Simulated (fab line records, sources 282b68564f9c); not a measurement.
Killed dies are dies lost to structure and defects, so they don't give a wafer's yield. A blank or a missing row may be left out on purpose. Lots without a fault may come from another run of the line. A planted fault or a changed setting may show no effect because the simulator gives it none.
fab line records | flow rit_cmos
record lots=5 wafers=15 last_day=6
route steps=202 shown PSD@157 NSD@158 PLDD@159 NLDD@160 SILICIDE@161
lots that met no fault: from a run of the same line without faults
start_h: hours from the record's first day to the start of the lot's first wafer shown | wait_h: hours since the lot's step before | " the same as in the row above | L1.1+2: a row that stands for several wafers | - no value, or no start given | * or withheld: withheld | < > ~ a bound
route shown NAME@n: a module of which the file shows steps, and the number in the route of the first | usual: mean/standard deviation of fault-free wafers | same: alike in all rows | chamber/n: place in a boat | sites: the reading at each site | _std_site: their standard deviation | _edge_site: outer sites' mean less inner sites' | radius_mm: how far each site lies from the wafer's centre | mask NAME#n: copy n | behind: the tool/chamber that last shaped the wafer | hold: why the lot was held/for how many hours/how that ended | device: the transistor (n, p or np) that didn't switch | end of line: the same wafers' tests at the end of the route | a step without rows: its recipe alone | killed: dies lost to structure and defects at the first sort, not the wafer's yield | map: a wafer's dies, x killed, . not, _ none there
set.NAME: the setting as run; set.NAME@STEP: as run at that earlier step | model.NAME: the simulator's own value behind a step, which no gauge read
lots at some steps of the route; a table a step, a row a wafer
services: from which hour (start_h, from the record's first day; less than 0 if before it) a tool's chamber was out of use, for how many hours, and why
## steps
# step RIT_SDANNEAL_RS_MEAS_04
# recipe thk_meas_gauge=four-point-probe
# usual PSD_RS=115.89/0.24
# columns lot.wafer tool chamber start_h wait_h PSD_RS[ohm/sq]
L081.3 film_metro-02 - 90.96 0.1 115.83
L081.4 " - " " 115.80
L081.6 " - " " 115.84
L083.2 film_metro-03 - 99.38 0.1 115.82
L083.4 " - " " 115.74
L083.6 " - " " 115.93
L086.1 film_metro-04 - 113.50 0.0 115.73
L086.2 " - " " 115.71
L086.3 " - " " 115.62
L089.2 film_metro-04 - 127.09 0.1 115.64
L089.3 " - " " 115.45
L089.4 " - " " 115.77
L093.1 film_metro-04 - 147.02 0.0 115.86
L093.5 " - " " 115.85
L093.6 " - " " 115.88
# step RIT_SDANNEAL_RS_MEAS_05
# recipe thk_meas_gauge=four-point-probe
# usual NSD_RS=84.6/0.31
# columns lot.wafer tool chamber start_h wait_h NSD_RS[ohm/sq]
L081.3 film_metro-02 - 91.08 0.1 84.5
L081.4 " - " " 85.3
L081.6 " - " " 84.9
L083.2 film_metro-03 - 99.50 0.1 85.0
L083.4 " - " " 84.8
L083.6 " - " " 84.8
L086.1 film_metro-04 - 113.62 0.1 83.8
L086.2 " - " " 83.8
L086.3 " - " " 83.8
L089.2 film_metro-04 - 127.21 0.1 84.8
L089.3 " - " " 84.9
L089.4 " - " " 85.4
L093.1 film_metro-04 - 147.14 0.1 84.6
L093.5 " - " " 84.4
L093.6 " - " " 84.7
# step RIT_SDANNEAL_RS_MEAS_06
# recipe thk_meas_gauge=four-point-probe
# usual PLDD_RS=180.0/0.53
# columns lot.wafer tool chamber start_h wait_h PLDD_RS[ohm/sq]
L081.3 film_metro-02 - 91.20 0.1 180.9
L081.4 " - " " 180.7
L081.6 " - " " 181.0
L083.2 film_metro-03 - 99.62 0.1 179.5
L083.4 " - " " 179.4
L083.6 " - " " 179.7
L086.1 film_metro-04 - 113.74 0.1 179.9
L086.2 " - " " 179.5
L086.3 " - " " 180.0
L089.2 film_metro-04 - 127.33 0.1 179.4
L089.3 " - " " 180.0
L089.4 " - " " 180.7
L093.1 film_metro-04 - 147.26 0.1 179.6
L093.5 " - " " 179.4
L093.6 " - " " 179.5
# step RIT_SDANNEAL_RS_MEAS_07
# recipe thk_meas_gauge=four-point-probe
# usual NLDD_RS=151.6/0.42
# columns lot.wafer tool chamber start_h wait_h NLDD_RS[ohm/sq]
L081.3 film_metro-02 - 91.32 0.1 152.1
L081.4 " - " " 151.7
L081.6 " - " " 152.0
L083.2 film_metro-03 - 99.74 0.1 151.3
L083.4 " - " " 151.3
L083.6 " - " " 151.3
L086.1 film_metro-04 - 113.86 0.1 151.9
L086.2 " - " " 151.6
L086.3 " - " " 151.3
L089.2 film_metro-04 - 127.45 0.1 152.4
L089.3 " - " " 151.8
L089.4 " - " " 152.6
L093.1 film_metro-04 - 147.38 0.1 151.6
L093.5 " - " " 151.0
L093.6 " - " " 151.5
# step RIT_SILICIDE_WET_ETCH_00
# recipe chemistry=BOE target=SiO2 target_depth_nm=14 time_s=15 dry=n2_spin dilution=10:1 temp_c=21.5
# usual temp_c=21.50/0.097
# columns lot.wafer tool chamber start_h wait_h temp_c
L081.3 wet_bench-03 0 91.40 0.1 21.57
L081.4 " 0 " " 21.46
L081.6 " 0 " " 21.42
L083.2 wet_bench-04 0 99.84 0.1 21.47
L083.4 " 0 " " 21.55
L083.6 " 0 " " 21.54
L086.1 wet_bench-03 3 113.98 0.1 21.38
L086.2 " 3 " " 21.41
L086.3 " 3 " " 21.42
L089.2 wet_bench-01 0 127.55 0.1 21.42
L089.3 " 0 " " 21.50
L089.4 " 0 " " 21.52
L093.1 wet_bench-01 0 147.50 0.1 21.28
L093.5 " 0 " " 21.49
L093.6 " 0 " " 21.51
# step RIT_SILICIDE_SPUTTER_01
# recipe material=Ti target_thk_nm=30 power_w=361.5 chamber_pressure_pa=0.667 gas=Ar time_s=240 substrate_temp_c=25
# usual throttle_valve_pct=29.6/1.4
# columns lot.wafer tool chamber start_h wait_h throttle_valve_pct
L081.3 pvd_sputter-02 - 91.41 0.0 28.6
L081.4 " - " " 30.1
L081.6 " - " " 28.9
L083.2 pvd_sputter-02 - 99.86 0.0 28.8
L083.4 " - " " 31.6
L083.6 " - " " 29.9
L086.1 pvd_sputter-04 - 113.99 0.0 31.8
L086.2 " - " " 27.8
L086.3 " - " " 29.6
L089.2 pvd_sputter-02 - 127.56 0.0 30.1
L089.3 " - " " 28.8
L089.4 " - " " 31.3
L093.1 pvd_sputter-02 - 147.51 0.0 28.7
L093.5 " - " " 29.0
L093.6 " - " " 28.9
# step RIT_SILICIDE_RS_MEAS_02
# recipe thk_meas_gauge=four-point-probe reads=Ti_of_SILICIDE_SPUTTER_01
# usual SILICIDE_TI_RS=46.0/0.65
# columns lot.wafer tool chamber start_h wait_h SILICIDE_TI_RS[ohm/sq]
L081.3 film_metro-01 - 91.60 0.1 46.3
L081.4 " - " " 46.4
L081.6 " - " " 46.6
L083.2 film_metro-01 - 100.03 0.1 45.2
L083.4 " - " " 45.1
L083.6 " - " " 45.1
L086.1 film_metro-02 - 114.14 0.1 45.8
L086.2 " - " " 46.4
L086.3 " - " " 46.9
L089.2 film_metro-02 - 127.73 0.1 46.3
L089.3 " - " " 46.9
L089.4 " - " " 46.6
L093.1 film_metro-02 - 147.66 0.1 46.6
L093.5 " - " " 46.8
L093.6 " - " " 47.1
# step RIT_SILICIDE_THK_MEAS_03
# recipe thk_meas_gauge=xrf reads=Ti_of_SILICIDE_SPUTTER_01
# usual SILICIDE_TI_THK=30.7/0.36
# columns lot.wafer tool chamber start_h wait_h SILICIDE_TI_THK[nm]
L081.3 film_metro-01 - 91.70 0.1 30.3
L081.4 " - " " 30.3
L081.6 " - " " 30.2
L083.2 film_metro-01 - 100.14 0.1 31.0
L083.4 " - " " 31.0
L083.6 " - " " 31.1
L086.1 film_metro-02 - 114.26 0.1 31.0
L086.2 " - " " 30.8
L086.3 " - " " 30.5
L089.2 film_metro-02 - 127.84 0.1 30.4
L089.3 " - " " 30.3
L089.4 " - " " 30.6
L093.1 film_metro-02 - 147.78 0.1 30.6
L093.5 " - " " 30.6
L093.6 " - " " 30.4
# step RIT_SILICIDE_RTA_04
# recipe temp_c=650 time_s=10 idle_temp_c=25 ramp_up_s=5 ramp_down_s=5 cool_to_c=25 ambient=N2
# usual wafer_temp_C_max=653.6/1.1
# columns lot.wafer tool chamber start_h wait_h wafer_temp_C_max
L081.3 rtp_anneal-01 0 91.76 0.1 653.0
L081.4 " 0 " " 652.8
L081.6 " 0 " " 652.2
L083.2 rtp_anneal-02 0 100.20 0.1 654.1
L083.4 " 0 " " 652.9
L083.6 " 0 " " 653.2
L086.1 rtp_anneal-01 0 114.32 0.1 652.8
L086.2 " 0 " " 653.3
L086.3 " 0 " " 652.3
L089.2 rtp_anneal-02 0 127.90 0.1 652.8
L089.3 " 0 " " 653.3
L089.4 " 0 " " 653.7
L093.1 rtp_anneal-02 0 147.84 0.1 655.9
L093.5 " 0 " " 653.5
L093.6 " 0 " " 653.6
# step RIT_SILICIDE_WET_ETCH_05
# recipe chemistry=SPM target=Ti temp_c=90 time_s=120 dry=n2_spin
# usual temp_c=90.02/0.13
# columns lot.wafer tool chamber start_h wait_h temp_c
L081.3 wet_bench-04 0 91.81 0.0 89.88
L081.4 " 0 " " 89.96
L081.6 " 0 " " 90.08
L083.2 wet_bench-01 1 100.25 0.0 89.84
L083.4 " 1 " " 89.99
L083.6 " 1 " " 90.09
L086.1 wet_bench-03 3 114.39 0.1 89.94
L086.2 " 3 " " 90.09
L086.3 " 3 " " 90.02
L089.2 wet_bench-03 1 127.96 0.0 90.05
L089.3 " 1 " " 90.04
L089.4 " 1 " " 89.86
L093.1 wet_bench-01 1 147.91 0.1 90.21
L093.5 " 1 " " 90.09
L093.6 " 1 " " 90.18
# step RIT_SILICIDE_RTA_06
# recipe temp_c=750 time_s=10 idle_temp_c=25 ramp_up_s=5 ramp_down_s=10 cool_to_c=25 ambient=N2
# usual wafer_temp_C_max=754.2/1.4
# columns lot.wafer tool chamber start_h wait_h wafer_temp_C_max
L081.3 rtp_anneal-02 0 91.90 0.0 754.9
L081.4 " 0 " " 755.4
L081.6 " 0 " " 755.6
L083.2 rtp_anneal-01 0 100.31 0.0 752.0
L083.4 " 0 " " 752.0
L083.6 " 0 " " 753.2
L086.1 rtp_anneal-02 0 114.43 0.0 755.6
L086.2 " 0 " " 756.0
L086.3 " 0 " " 754.1
L089.2 rtp_anneal-02 0 128.02 0.0 757.8
L089.3 " 0 " " 754.9
L089.4 " 0 " " 754.1
L093.1 rtp_anneal-01 0 147.95 0.0 752.6
L093.5 " 0 " " 753.1
L093.6 " 0 " " 752.9
## services
# columns tool chamber start_h hours kind
wet_bench-01 - 77.33 3.4 repair
pvd_sputter-04 - 92.36 1.4 repair
rtp_anneal-01 - 127.36 5.4 pm
pvd_sputter-02 - 141.45 3.2 repair
## key
fault none
